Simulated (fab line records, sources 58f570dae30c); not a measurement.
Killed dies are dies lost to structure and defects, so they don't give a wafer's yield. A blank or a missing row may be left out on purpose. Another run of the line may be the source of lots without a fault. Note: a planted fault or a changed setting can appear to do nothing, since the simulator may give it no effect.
Which tool did it? ; flow berkeley_cmos170 ; 7 lots with 21 wafers sampled at 4 steps, on a route of 331 steps

## WHAT THE GAUGES READ, wafer by wafer
UCB170_M3_CD_MEAS_90: the cd target is 700 nm.
lot;measured;on;cd_nm (nm)
L195;day 7 16:23;cd_sem-01;701 704 698
L197;day 8 09:26;cd_sem-02;705 700 706
L198;day 8 10:02;cd_sem-01;698 700 696
L202;day 9 13:19;cd_sem-01;697 700 696
L205;day 9 21:48;cd_sem-01;697 701 702
L212;day 11 14:55;cd_sem-02;696 696 699
L216;day 12 10:24;cd_sem-01;698 698 698

## TOOL THAT RAN EACH LOT (tool first, then ch and the chambers of the sampled wafers, then the start)
lot;UCB170_M1_SPUTTER_00;UCB170_V2_ETCH_14;UCB170_V2_STRIP_15
L195;pvd_sputter-02, day 6 22:02;rie_diel-02 ch 0,1,2, day 7 13:28;plasma_asher-04 ch 0,1, day 7 13:39
L197;pvd_sputter-03, day 7 10:47;rie_diel-02 ch 1,2,3, day 8 05:59;plasma_asher-03 ch 0,1, day 8 06:07
L198;pvd_sputter-03, day 7 12:12;rie_diel-04 ch 0,1,3, day 8 06:27;plasma_asher-03 ch 0,1, day 8 06:38
L202;pvd_sputter-01, day 8 21:28;rie_diel-02 ch 0,1,2, day 9 09:50;plasma_asher-03 ch 1, day 9 10:01
L205;pvd_sputter-01, day 9 03:37;rie_diel-02 ch 0,3, day 9 18:25;plasma_asher-03 ch 0, day 9 18:40
L212;pvd_sputter-01, day 10 21:30;rie_diel-03 ch 0,1,2, day 11 11:59;plasma_asher-04 ch 0,1, day 11 12:10
L216;pvd_sputter-01, day 11 13:41;rie_diel-03 ch 1,2, day 12 07:32;plasma_asher-03 ch 0,1, day 12 07:43
- UCB170_M1_SPUTTER_00: material Al, target thk 600 nm, time 80 s.
- UCB170_V2_ETCH_14: etches SiO2 in CHF3/CF4/Ar, stops on Al, target depth 1250 nm, time 291 s.
- UCB170_V2_STRIP_15: strips in O2.

## THE ANSWER, worked out from the rows above alone
Rule: the usual values come from the lots themselves. Put in order of their means at a reading, lots are off if they are a third of the lots or fewer, leave a main group of 4 or more, and stand apart from it by a gap of 3 or more times the standard deviation of the main group's means; of several such gaps the widest counts. If all means in a main group match to the digits the tables above print for the reading, that group is not used. Also off: a lot with no number at a reading for which 4 or more lots have one. Any other lot the step has rows for is counted as sound.
No lot is off on any of the readings shown, so nothing can be concluded from this.

## WHAT HAD BEEN PUT IN BY THE SIMULATOR
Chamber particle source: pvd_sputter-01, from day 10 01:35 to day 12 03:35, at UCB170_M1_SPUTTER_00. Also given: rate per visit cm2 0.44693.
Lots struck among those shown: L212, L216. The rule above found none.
